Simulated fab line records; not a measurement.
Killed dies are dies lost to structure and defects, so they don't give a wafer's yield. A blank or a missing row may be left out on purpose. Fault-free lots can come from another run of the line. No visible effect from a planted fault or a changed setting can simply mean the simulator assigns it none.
Split-lot experiment    flow rit_cmos    27 wafers read across 5 lots, on a route 202 steps long

THE SPLIT
At RIT_ACTIVE_CVD_03 (deposits Si3N4 from SiH2Cl2/NH3, target thk 150 nm, time 1500 s), the setting time_s was moved away from the recipe's 1500 s on 18 of the 27 wafers read, by -24.5% to +40.4%. The other wafers ran this setting at the recipe's value.

FROM THE SPLIT TO THE READING: what the file shows between them, 4 steps
- RIT_ACTIVE_THK_MEAS_04
- RIT_ACTIVE_HMDS_05: prime time 60 s
- RIT_ACTIVE_COAT_06: resist thk 1000 nm
- RIT_ACTIVE_HARDBAKE_12: time 60 s

THE READING
oes_product_au, in a.u., at RIT_ACTIVE_ETCH_13 (etches Si3N4 in SF6, stops on SiO2, time 210 s, target depth 210 nm). Typical for fault-free wafers on this fab line: 0.821 a.u., with standard deviation 0.01 a.u.

wafer   tool, chamber at the split  time_s as run, s  against the recipe  oes_product_au, a.u.  against lot-mates on the recipe
L077.1  -, -                        1500              recipe              0.813                 -
L077.2  -, -                        1500              recipe              0.809                 -
L077.3  -, -                        1500              recipe              0.815                 -
L077.4  -, -                        1500              recipe              0.819                 -
L077.5  -, -                        1500              recipe              0.816                 -
L077.6  -, -                        1500              recipe              0.825                 -
L078.1  -, -                        1133              -24.5%              0.722                 no lot-mate on the recipe
L078.2  -, -                        1133              -24.5%              0.707                 no lot-mate on the recipe
L078.3  -, -                        1133              -24.5%              0.715                 no lot-mate on the recipe
L078.4  -, -                        1133              -24.5%              0.711                 no lot-mate on the recipe
L078.5  -, -                        1133              -24.5%              0.716                 no lot-mate on the recipe
L078.6  -, -                        1133              -24.5%              0.731                 no lot-mate on the recipe
L081.1  lpcvd-01, 1                 1500              recipe              0.816                 -
L081.3  lpcvd-01, 1                 1500              recipe              0.798                 -
L081.4  lpcvd-01, 1                 1500              recipe              0.819                 -
L082.1  -, -                        2106              +40.4%              0.956                 no lot-mate on the recipe
L082.2  -, -                        2106              +40.4%              0.990                 no lot-mate on the recipe
L082.3  -, -                        2106              +40.4%              0.995                 no lot-mate on the recipe
L082.4  -, -                        2106              +40.4%              1.000                 no lot-mate on the recipe
L082.5  -, -                        2106              +40.4%              0.959                 no lot-mate on the recipe
L082.6  -, -                        2106              +40.4%              1.005                 no lot-mate on the recipe
L083.1  -, -                        1227              -18.2%              0.748                 no lot-mate on the recipe
L083.2  -, -                        1227              -18.2%              0.757                 no lot-mate on the recipe
L083.3  -, -                        1227              -18.2%              0.749                 no lot-mate on the recipe
L083.4  -, -                        1227              -18.2%              0.753                 no lot-mate on the recipe
L083.5  -, -                        1227              -18.2%              0.751                 no lot-mate on the recipe
L083.6  -, -                        1227              -18.2%              0.752                 no lot-mate on the recipe

THE FIT
A straight line over all 27 wafers: oes_product_au changes by +0.00406 a.u. for each +1% of time_s; r = +0.99; the points scatter about the line by 0.012 a.u.
Too few moved wafers have a lot-mate on the recipe to fit a line with each lot's own level taken away.

THE WHOLE CHAIN: every reading that the file lists as answering this split, in the file's order
step                    what it does                                                         reading                                                                         change (the file's fit)                    r (the file's)
RIT_ACTIVE_CVD_03       deposits Si3N4 from SiH2Cl2/NH3, target thk 150 nm, time 1500 s      Si3N4_of_ACTIVE_CVD_03.thk_nm (the simulator's own value, which no gauge read)  +1.48 nm for each +1% of the setting       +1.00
RIT_ACTIVE_THK_MEAS_04                                                                       ACTIVE_NITRIDE_THK                                                              +1.48 for each +1% of the setting          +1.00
RIT_ACTIVE_ETCH_13      etches Si3N4 in SF6, stops on SiO2, time 210 s, target depth 210 nm  oes_product_au                                                                  +0.00406 a.u. for each +1% of the setting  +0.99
RIT_ACTIVE_ETCH_13      etches Si3N4 in SF6, stops on SiO2, time 210 s, target depth 210 nm  ACTIVE.feature_depth_nm (the simulator's own value, which no gauge read)        +1.34 nm for each +1% of the setting       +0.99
RIT_ACTIVE_ETCH_13      etches Si3N4 in SF6, stops on SiO2, time 210 s, target depth 210 nm  etch.depth_nm (the simulator's own value, which no gauge read)                  +1.35 nm for each +1% of the setting       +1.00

THE FILE'S OWN FIT
oes_product_au changes by +0.00406 a.u. for each +1% of time_s, r = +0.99.
